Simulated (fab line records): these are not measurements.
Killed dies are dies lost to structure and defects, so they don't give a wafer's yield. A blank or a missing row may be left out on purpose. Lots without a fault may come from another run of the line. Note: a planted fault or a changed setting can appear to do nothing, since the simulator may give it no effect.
Which of the tools did it? / flow rit_cmos / 39 wafers from 13 lots sampled at 2 of the route's 202 steps

== WHAT THE GAUGES SHOWED, per wafer ==
RIT_GATE_THK_MEAS_09. Usual: GATE_POLY_THK 251.2 nm, standard deviation 2.1.
lot=L854; measured=day 2 18:52; on=film_metro-01; GATE_POLY_THK (nm)=251.4 252.8 252.6; flag=
lot=L855; measured=day 2 21:49; on=film_metro-01; GATE_POLY_THK (nm)=250.2 252.8 250.5; flag=
lot=L856; measured=day 3 04:01; on=film_metro-02; GATE_POLY_THK (nm)=246.2 245.0 248.9; flag=
lot=L857; measured=day 3 08:07; on=film_metro-02; GATE_POLY_THK (nm)=251.1 250.5 250.3; flag=
lot=L859; measured=day 3 19:06; on=film_metro-02; GATE_POLY_THK (nm)=251.5 254.9 255.2; flag=
lot=L860; measured=day 4 03:59; on=film_metro-01; GATE_POLY_THK (nm)=251.3 252.6 250.1; flag=
lot=L861; measured=day 4 05:58; on=film_metro-02; GATE_POLY_THK (nm)=248.2 249.1 250.1; flag=
lot=L864; measured=day 4 18:36; on=film_metro-01; GATE_POLY_THK (nm)=92.7 92.0 91.8; flag=OFF
lot=L865; measured=day 4 22:50; on=film_metro-02; GATE_POLY_THK (nm)=250.8 250.2 247.5; flag=
lot=L866; measured=day 5 05:36; on=film_metro-02; GATE_POLY_THK (nm)=251.4 254.5 252.2; flag=
lot=L873; measured=day 6 16:25; on=film_metro-02; GATE_POLY_THK (nm)=253.1 252.4 251.5; flag=
lot=L874; measured=day 6 20:52; on=film_metro-01; GATE_POLY_THK (nm)=251.7 249.4 249.6; flag=
lot=L876; measured=day 7 08:10; on=film_metro-01; GATE_POLY_THK (nm)=255.9 253.5 254.9; flag=

== EACH LOT AND THE TOOL THAT RAN IT (in order: tool; ch and the chambers of the sampled wafers; start) ==
lot=L854; RIT_GATE_CVD_08=lpcvd-02 ch 1, day 2 17:15
lot=L855; RIT_GATE_CVD_08=lpcvd-01 ch 0, day 2 20:12
lot=L856; RIT_GATE_CVD_08=lpcvd-01 ch 0, day 3 02:23
lot=L857; RIT_GATE_CVD_08=lpcvd-02 ch 0, day 3 06:29
lot=L859; RIT_GATE_CVD_08=lpcvd-02 ch 1, day 3 16:41
lot=L860; RIT_GATE_CVD_08=lpcvd-01 ch 0, day 4 02:22
lot=L861; RIT_GATE_CVD_08=lpcvd-01 ch 0, day 4 04:20
lot=L864; RIT_GATE_CVD_08=lpcvd-01 ch 1, day 4 16:57
lot=L865; RIT_GATE_CVD_08=lpcvd-02 ch 1, day 4 21:12
lot=L866; RIT_GATE_CVD_08=lpcvd-02 ch 1, day 5 03:57
lot=L873; RIT_GATE_CVD_08=lpcvd-02 ch 1, day 6 13:59
lot=L874; RIT_GATE_CVD_08=lpcvd-02 ch 0, day 6 18:26
lot=L876; RIT_GATE_CVD_08=lpcvd-02 ch 0, day 7 05:44
- RIT_GATE_CVD_08: deposits poly-Si from SiH4, target thk 250 nm, time 2220 s.

== WHAT THE TOOLS THEMSELVES READ (means of the sampled wafers that have a number; where no wafer has one, the mark that the record gives instead) ==
RIT_GATE_CVD_08. Usual: zone_power_load_pct reads 12.26 % (standard deviation 0.24).
lot=L854; tool=lpcvd-02; zone_power_load_pct (%)=12.25; flag=
lot=L855; tool=lpcvd-01; zone_power_load_pct (%)=12.39; flag=
lot=L856; tool=lpcvd-01; zone_power_load_pct (%)=12.28; flag=
lot=L857; tool=lpcvd-02; zone_power_load_pct (%)=11.95; flag=
lot=L859; tool=lpcvd-02; zone_power_load_pct (%)=12.17; flag=
lot=L860; tool=lpcvd-01; zone_power_load_pct (%)=12.18; flag=
lot=L861; tool=lpcvd-01; zone_power_load_pct (%)=12.18; flag=
lot=L864; tool=lpcvd-01; zone_power_load_pct (%)=12.42; flag=
lot=L865; tool=lpcvd-02; zone_power_load_pct (%)=12.44; flag=
lot=L866; tool=lpcvd-02; zone_power_load_pct (%)=12.52; flag=
lot=L873; tool=lpcvd-02; zone_power_load_pct (%)=12.39; flag=
lot=L874; tool=lpcvd-02; zone_power_load_pct (%)=11.82; flag=
lot=L876; tool=lpcvd-02; zone_power_load_pct (%)=11.84; flag=

== THE ANSWER, worked out from the rows above alone ==
Rule: take the mean of a lot's wafers that have a number; if it is more than 3 standard deviations from the usual mean, the lot is off. A lot without any number at a reading at which 4 lots or more have one is off too. Any other lot the step has rows for is counted as sound. After the gauges, taken in route order, come the tools' own readings; for these a lot's mean is taken, as printed above. At the first step where some lot is off, the reading lying furthest off is the one used; lots without a number count as furthest.
Off: at RIT_GATE_THK_MEAS_09 (GATE_POLY_THK), L864.
If a tool, at a process step before that reading, ran all the lots that are off and no sound lot after the first of them, it fits. The gauges at RIT_GATE_THK_MEAS_09 are tried like those tools. One candidate fits, namely lpcvd-01 at RIT_GATE_CVD_08. A fault onset in the window from L861 (day 4 04:20, its last sound lot) to L864 (day 4 16:57, its first lot off) fits.

== WHAT HAD BEEN PUT IN BY THE SIMULATOR ==
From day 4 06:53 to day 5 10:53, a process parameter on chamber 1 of lpcvd-01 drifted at RIT_GATE_CVD_08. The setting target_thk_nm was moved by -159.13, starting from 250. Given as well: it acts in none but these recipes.
Struck lots among those shown: L864. The rule above reached the same finding.
